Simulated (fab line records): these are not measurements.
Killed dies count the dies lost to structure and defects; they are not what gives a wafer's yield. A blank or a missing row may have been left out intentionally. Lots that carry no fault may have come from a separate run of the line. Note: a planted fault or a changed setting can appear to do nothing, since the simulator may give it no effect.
2 desks looking at one fault	flow berkeleyCmos170	each desk has only its own numbers; what lay behind them comes last

## AT THE METROLOGY DESK
What the gauges read, lot by lot, whatever tool the lot ran on: means of the sampled wafers that have a number. Marked OUT: a lot whose mean sits more than 4 standard deviations from the usual mean, which makes it out of limits; the brackets give that distance.
Columns: A = cdNm at UCB170_V1_CD_MEAS_12, usual 700.0 nm
lot	first seen here	A
L123	day 7 02:08	698.8
L124	day 7 02:32	700.2
L122	day 7 02:48	698.2
L125	day 7 23:43	699.5
L126	day 7 23:43	701.7
L127	day 8 04:20	698.2
L129	day 8 14:49	700.6
L134	day 9 06:34	679.1 (-15) OUT
L133	day 9 06:52	682.3 (-13) OUT
L130	day 9 07:37	680.2 (-14) OUT
L136	day 10 08:10	694.7
L141	day 10 23:30	702.7
L140	day 11 06:49	700.6
L142	day 11 07:01	700.9
L143	day 12 02:29	702.2
L145	day 12 02:35	698.7
This desk finds L130, L133, L134 out of limits, L134 being first, at day 9 06:34 (cdNm at UCB170_V1_CD_MEAS_12). Within limits: L123, L124, L122, L125, L126, L127, L129, L136, L141, L140, L142, L143, L145.

## TOOL OWNER'S DESK, krfScanner-01
The tool's own readings at UCB170_V1_EXPOSE_09 (exposes mask VIA1, target cd 700 nm): means of the sampled wafers that have a number, for each lot that ran on this tool. Marked OUT: a lot whose mean sits more than 4 standard deviations from the usual mean, which makes it out of limits; the brackets give that distance.
Columns: A = exposureDoseMJCm2 at UCB170_V1_EXPOSE_09, usual 36.97
lot	first seen here	A
L122	day 7 01:46	36.98
L134	day 9 05:39	33.12 (-99 or more) OUT
L133	day 9 05:47	33.11 (-99 or more) OUT
L130	day 9 06:30	33.06 (-99 or more) OUT
L136	day 10 07:47	35.66 (-38) OUT
This desk finds L130, L133, L134, L136 out of limits, L134 being first, at day 9 05:39 (exposureDoseMJCm2 at UCB170_V1_EXPOSE_09). Within limits: L122.

## BROUGHT TOGETHER
The tool owner's desk had the chance to raise an alarm at day 9 05:39 on L130, L133, L134, L136.
The metrology desk could have raised an alarm at day 9 06:34, on L130, L133, L134.
The metrology desk has L136 on record, within its limits.
On krfScanner-01, each named lot ran UCB170_V1_EXPOSE_09.

## WHAT THE SIMULATOR HAD PUT IN
Process parameters drifting: krfScanner-01 at UCB170_V1_EXPOSE_09, beginning at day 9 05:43. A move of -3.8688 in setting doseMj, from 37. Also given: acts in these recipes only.
Struck lots among those shown: L130, L133, L134, L136.
